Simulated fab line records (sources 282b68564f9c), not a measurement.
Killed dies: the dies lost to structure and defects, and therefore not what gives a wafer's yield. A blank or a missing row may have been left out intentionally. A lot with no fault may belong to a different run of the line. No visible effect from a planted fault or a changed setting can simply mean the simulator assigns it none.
A lot that was struck, set against a sound lot	flow rit cmos	21 out of 202 route steps
Sound: wafers L542.1, L542.3, L542.4. The struck wafers were L553.1, L553.4, L553.5. Last of all comes the cause.
At each step with rows: each side's tool, then ch and its chambers, then its first start. Under that, the readings that differ: sound wafers	struck wafers	difference of the means	sigmas: that difference in standard deviations of wafers without a fault.
alike: readings whose means differ by less than 2 such deviations, and words and numbers that are the same on both sides. not compared: withheld readings, readings that some wafer has no value for, bounds like >300 that may hide the same value, and numbers for which the record gives no deviation and whose values overlap.
Wherever a step has rows on one side only, a row that says differs or no value, or a row with sigmas, the two part there. Numbers that don't overlap but have no deviation are shown without sigmas and don't part them. Lack of a reading on every wafer of one side parts them only where that side has two or more wafers.

RIT_PLDD_OVL_MEAS_06:
  sound: overlay-02 at day 3 22:08; struck: overlay-02 at day 6 03:40
  alike: PLDD_OVL
then, 2 steps without rows for these wafers: RIT_PLDD_HARDBAKE_07 (time 60 s); RIT_PLDD_IMPLANT_08.
RIT_PLDD_STRIP_09: strips in O2, time 180 s.
  sound on plasma asher-01 ch 0,1, day 3 22:28; struck on plasma asher-02 ch 0,1, day 6 04:01
  alike: drypump motor current A
  not compared: rf hours counter h
RIT_PLDD_TW_MEAS_10:
  sound: film metro-03 at day 3 22:39; struck: film metro-02 at day 6 04:11
  alike: PLDD_TW
then, 4 steps without rows for these wafers: RIT_SPACER_CLEAN_00 (cleans in SC1, time 600 s); RIT_SPACER_CLEAN_01 (cleans in dHF, time 30 s); RIT_SPACER_CLEAN_02 (cleans in SC2, time 600 s); RIT_SPACER_CVD_03 (deposits Si3N4 from SiH2Cl2/NH3, target thk 250 nm, time 3300 s).
RIT_SPACER_THK_MEAS_04:
  sound: film metro-04 at day 4 00:59; struck: film metro-01 at day 6 06:34
  alike: SPACER_NITRIDE_THK
RIT_SPACER_ETCHBACK_05: etches Si3N4 in SF6/CHF3, stops on SiO2, target depth 250 nm, time 240 s.
  sound on rie diel-01 ch 0,1,2, day 4 01:03; struck on rie diel-01 ch 0,1,3, day 6 06:37
  alike: drypump motor current A, oes product au, throttle valve pct
  not compared: rf hours counter h
then, 1 step without rows for these wafers: RIT_NSD_HMDS_00 (prime time 60 s).
RIT_NSD_COAT_01: resist thk 1000 nm.
  sound on litho track-03 ch 0, day 4 01:21; struck on litho track-01 ch 0, day 6 06:55
reading	sound	struck	difference	sigmas
spin speed rpm (rpm)	3250.7 3252.9 3248.3	3376.5 3377.0 3374.3	+125.3	+60
model.NOVOLAK_of_NSD_COAT_01.thk nm (nm)	997.2 998.2 999.8	981.5 982.3 980.7	-16.9	
then, 4 steps without rows for these wafers: RIT_NSD_SOFTBAKE_02 (time 60 s); RIT_NSD_EXPOSE_03 (exposes mask M9, target cd 40700 nm); RIT_NSD_PEB_04; RIT_NSD_DEVELOP_05 (develop time 50 s).
RIT_NSD_OVL_MEAS_06:
  sound: overlay-02 at day 4 02:11; struck: overlay-01 at day 6 07:37
  alike: NSD_OVL
RIT_NSD_HARDBAKE_07: time 60 s.
  sound on litho track-03 ch 0, day 4 02:13; struck on litho track-03 ch 0, day 6 07:40
reading	sound	struck	difference	sigmas
model.NOVOLAK_of_NSD_COAT_01.thk nm (nm)	881.4 882.2 883.6	867.6 868.3 866.8	-14.8	
  alike: heater power total W
after that, 1 step had no rows for these wafers: RIT_NSD_IMPLANT_08.
RIT_M1_PROBE_99:
  sound: prober-01 at day 4 12:35; struck: prober-02 at day 6 20:12
reading	sound	struck	difference	sigmas
killed at front end	10 11 11	1 2 2	-9	-3
killed dies	10 11 12	1 3 2	-9	-3
killed open	4 6 4	1 2 0	-4	-2
killed short	6 5 8	0 1 2	-5	-3
  alike: killed at contacts, killed on rim

WHERE THEY PART
Last at RIT_M1_PROBE_99 as far as this record goes, first at RIT_NSD_COAT_01.

WHY: what the simulator had put in
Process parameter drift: litho track-01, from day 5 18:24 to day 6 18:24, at RIT_NSD_COAT_01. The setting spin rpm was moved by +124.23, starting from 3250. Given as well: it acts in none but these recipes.
